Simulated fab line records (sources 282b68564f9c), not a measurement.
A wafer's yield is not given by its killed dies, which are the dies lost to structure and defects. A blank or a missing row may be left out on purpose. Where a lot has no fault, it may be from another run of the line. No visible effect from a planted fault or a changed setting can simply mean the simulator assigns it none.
Which of the tools did it?	flow ritCmos	Sampling: 14 lots, 42 wafers, 3 of 202 route steps

== WHAT THE GAUGES SHOWED, per wafer ==
RIT_PLDD_TW_MEAS_10.
lot	measured	on	PLDD_TW
L999	day 3 01:08	filmMetro-03	2357 2351 2374
L101	day 3 11:02	filmMetro-03	2350 2375 2362
L102	day 3 14:56	filmMetro-01	2341 2334 2348
L103	day 3 19:58	filmMetro-01	2348 2357 2347
L104	day 4 01:41	filmMetro-03	2379 2376 2379
L108	day 4 21:11	filmMetro-01	2359 2359 2338
L109	day 5 01:39	filmMetro-03	2367 2390 2373
L110	day 5 08:50	filmMetro-04	2312 2318 2324
L114	day 6 03:04	filmMetro-04	2313 2306 2321
L117	day 6 18:05	filmMetro-04	2321 2309 2331
L118	day 7 00:01	filmMetro-04	2311 2316 2319
L119	day 7 04:40	filmMetro-03	2531 2539 2530
L120	day 7 11:25	filmMetro-01	2539 2536 2537
L121	day 7 15:39	filmMetro-04	2330 2324 2322

RIT_SDANNEAL_RS_MEAS_06: the measuring method here is four-point-probe.
lot	measured	on	PLDD_RS (ohm/sq)
L999	day 3 07:34	filmMetro-04	177.7 177.5 177.6
L101	day 3 17:14	filmMetro-01	178.6 178.8 178.7
L102	day 3 21:15	filmMetro-04	178.1 178.8 178.0
L103	day 4 02:24	filmMetro-04	179.2 178.9 178.8
L104	day 4 07:56	filmMetro-04	178.9 178.7 178.7
L108	day 5 03:43	filmMetro-04	178.8 178.5 179.0
L109	day 5 08:16	filmMetro-04	177.7 178.0 178.0
L110	day 5 15:03	filmMetro-03	178.8 178.8 179.1
L114	day 6 09:15	filmMetro-03	178.6 178.3 178.3
L117	day 7 00:25	filmMetro-03	180.2 180.5 179.9
L118	day 7 06:07	filmMetro-04	179.1 179.3 179.2
L119	day 7 11:02	filmMetro-04	163.6 163.6 163.7
L120	day 7 17:59	filmMetro-03	163.0 163.6 163.5
L121	day 7 21:59	filmMetro-04	178.5 178.6 178.4

== WHAT TOOL EACH LOT RAN ON (gives the tool, then ch and the chambers of the sampled wafers, and finally the start) ==
lot	RIT_PLDD_IMPLANT_08
L999	implanter-02 ch 0, day 3 00:48
L101	implanter-04 ch 0, day 3 10:43
L102	implanter-03 ch 0, day 3 14:37
L103	implanter-04 ch 0, day 3 19:40
L104	implanter-03 ch 0, day 4 01:23
L108	implanter-02 ch 0, day 4 20:52
L109	implanter-02 ch 0, day 5 01:20
L110	implanter-04 ch 0, day 5 08:33
L114	implanter-02 ch 0, day 6 02:45
L117	implanter-03 ch 0, day 6 17:45
L118	implanter-03 ch 0, day 6 23:41
L119	implanter-02 ch 0, day 7 04:21
L120	implanter-02 ch 0, day 7 11:05
L121	implanter-03 ch 0, day 7 15:20
- RIT_PLDD_IMPLANT_08

== AS READ BY THE TOOLS THEMSELVES (means over the sampled wafers that have a number; for cases with no such wafer, the mark the record gives instead) ==
RIT_PLDD_IMPLANT_08.
lot	tool	beamEnergyKeV	doseIonsCm2	faradayCurrentUA
L999	implanter-02	19.993	9e+14	2852
L101	implanter-04	19.992	9e+14	2772
L102	implanter-03	19.998	9e+14	2868
L103	implanter-04	19.999	9e+14	2808
L104	implanter-03	20.000	9e+14	2819
L108	implanter-02	20.007	9e+14	2805
L109	implanter-02	20.011	9e+14	2873
L110	implanter-04	20.002	9e+14	2863
L114	implanter-02	19.999	9e+14	2838
L117	implanter-03	20.001	9e+14	2780
L118	implanter-03	19.997	9e+14	2796
L119	implanter-02	25.999	9e+14	2805
L120	implanter-02	25.998	9e+14	2830
L121	implanter-03	19.997	9e+14	2749

== THE ANSWER, worked out from the rows above alone ==
Rule: usual is defined by the lots themselves. Put in order of their means at a reading, lots are off if they are a third of the lots or fewer, leave a main group of 4 or more, and stand apart from it by a gap of 3 or more times the standard deviation of the main group's means; of several such gaps the widest counts. If all means in a main group match to the digits the tables above print for the reading, that group is not used. A lot without any number at a reading at which 4 lots or more have one is off too. Where the step has rows for the other lots, those lots are counted as sound. After the gauges, taken in route order, come the tools' own readings; for these a lot's mean is taken, as printed above. At the first step where some lot is off, the reading lying furthest off is the one used; lots without a number count as furthest.
Off: L119, L120, seen at RIT_PLDD_TW_MEAS_10 (PLDD_TW). Mean 2343 and standard deviation 23 in the main group.
A tool fits if, at a process step before that reading, it ran every lot that is off, and no sound lot after the first of them. The gauges at RIT_PLDD_TW_MEAS_10 aren't tried: what is off there is off at RIT_PLDD_IMPLANT_08 too, on other tools, and a gauge's error can't cause that. One candidate fits, namely implanter-02 at RIT_PLDD_IMPLANT_08. Its last sound lot is L114 (day 6 02:45), its first lot that is off L119 (day 7 04:21): a fault that began between those two fits.
The tool's own readings at RIT_PLDD_IMPLANT_08 bear it out: on the lots that are off they differ by more than 5 times the standard deviation of the sound lots' means. beamEnergyKeV reads 25.998 there against 20.000 on the sound lots.

== WHAT HAD BEEN PUT IN BY THE SIMULATOR ==
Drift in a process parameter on implanter-02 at RIT_PLDD_IMPLANT_08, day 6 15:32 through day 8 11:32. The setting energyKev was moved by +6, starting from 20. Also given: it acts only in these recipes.
Struck lots among those shown: L119, L120. Same finding as the rule above.
